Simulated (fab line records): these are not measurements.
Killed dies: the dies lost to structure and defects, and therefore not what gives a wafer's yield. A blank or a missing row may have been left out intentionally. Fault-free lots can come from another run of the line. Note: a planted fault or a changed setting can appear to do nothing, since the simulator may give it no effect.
One fault through the eyes of 2 desks || flow rit_cmos || what lay behind the numbers comes last; until then each desk has only its own

== FROM THE METROLOGY DESK ==
Means of the sampled wafers that have a number, per lot and without regard to the tool the lot ran on: this is what the gauges read. The brackets show how far a lot's mean lies from the usual mean; more than 4 standard deviations puts the lot out of limits, marked OUT.
Columns: A = FOX1_OXIDE_THK at RIT_FOX1_THK_MEAS_01, usual 349 nm; B = PSD_OVL at RIT_PSD_OVL_MEAS_06, usual -0.3 nm; C = cd_nm at RIT_CONTACT_CD_MEAS_08, usual 1000.0 nm
{"lot": "L624", "first seen here": "day 1 18:22", "A": 346, "B": 0.4, "C": 998.0}
{"lot": "L625", "first seen here": "day 1 23:03", "A": 351, "B": 0.6, "C": 999.8}
{"lot": "L626", "first seen here": "day 2 03:44", "A": 348, "B": 0.8, "C": 994.2}
{"lot": "L627", "first seen here": "day 2 08:32", "A": 349, "B": -1.0, "C": 999.9}
{"lot": "L629", "first seen here": "day 2 19:13", "A": 343, "B": 0.2, "C": 1004.8}
{"lot": "L631", "first seen here": "day 3 03:59", "A": 358, "B": -1.9, "C": 998.5}
{"lot": "L632", "first seen here": "day 3 08:52", "A": 352, "B": -0.9, "C": 1000.9}
{"lot": "L634", "first seen here": "day 3 19:14", "A": 351, "B": -1.1, "C": 998.3}
{"lot": "L635", "first seen here": "day 4 00:28", "A": 352, "B": -0.7, "C": 1001.4}
{"lot": "L636", "first seen here": "day 4 05:27", "A": 346, "B": 0.8, "C": "987.8 (-4.2) OUT"}
{"lot": "L637", "first seen here": "day 4 09:59", "A": 351, "B": -2.1, "C": "988.0 (-4.1) OUT"}
{"lot": "L638", "first seen here": "day 4 14:59", "A": 348, "B": -0.6, "C": 995.5}
{"lot": "L639", "first seen here": "day 4 20:39", "A": 349, "B": -0.4, "C": 991.2}
{"lot": "L640", "first seen here": "day 5 01:53", "A": 351, "B": 0.5, "C": 1003.8}
{"lot": "L646", "first seen here": "day 6 06:49", "A": 344, "B": -1.5, "C": 1001.6}
This desk's finding: out of limits on L636, L637; first on L636, day 5 15:48 (cd_nm at RIT_CONTACT_CD_MEAS_08). In limits: L624, L625, L626, L627, L629, L631, L632, L634, L635, L638, L639, L640, L646.

== DESK OF THE TOOL OWNER: litho_track-01 ==
The tool's own readings at RIT_CONTACT_DEVELOP_07 (develop time 120 s): means of the sampled wafers that have a number, for each lot that ran on this tool. The brackets show how far a lot's mean lies from the usual mean; more than 4 standard deviations puts the lot out of limits, marked OUT.
Columns: A = developer_temp_C at RIT_CONTACT_DEVELOP_07, usual 23.03 C
{"lot": "L625", "first seen here": "day 3 09:00", "A": 23.16}
{"lot": "L627", "first seen here": "day 3 17:00", "A": 23.03}
{"lot": "L629", "first seen here": "day 4 05:00", "A": 22.87}
{"lot": "L631", "first seen here": "day 4 13:00", "A": 22.99}
{"lot": "L635", "first seen here": "day 5 10:00", "A": 23.04}
{"lot": "L636", "first seen here": "day 5 15:00", "A": "25.34 (+23) OUT"}
{"lot": "L637", "first seen here": "day 5 21:00", "A": "25.40 (+24) OUT"}
{"lot": "L639", "first seen here": "day 6 07:00", "A": "25.34 (+23) OUT"}
This desk's finding: out of limits on L636, L637, L639; first on L636, day 5 15:00 (developer_temp_C at RIT_CONTACT_DEVELOP_07). In limits: L625, L627, L629, L631, L635.

== ALL TOGETHER ==
The tool owner's desk could have raised an alarm at day 5 15:00, on L636, L637, L639.
The metrology desk could have raised an alarm at day 5 15:48, on L636, L637.
The metrology desk has L639 on record, within its limits.
The lots listed all ran RIT_CONTACT_DEVELOP_07 on litho_track-01.

== WHAT THE SIMULATOR HAD INSERTED ==
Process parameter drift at RIT_CONTACT_DEVELOP_07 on litho_track-01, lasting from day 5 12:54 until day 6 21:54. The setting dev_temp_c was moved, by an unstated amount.
Shown lots that were struck: L636, L637, L639.
Counting hours from when the fault started, the first reading out of limits came at 2 for the tool owner's desk and at 3 for the metrology desk.
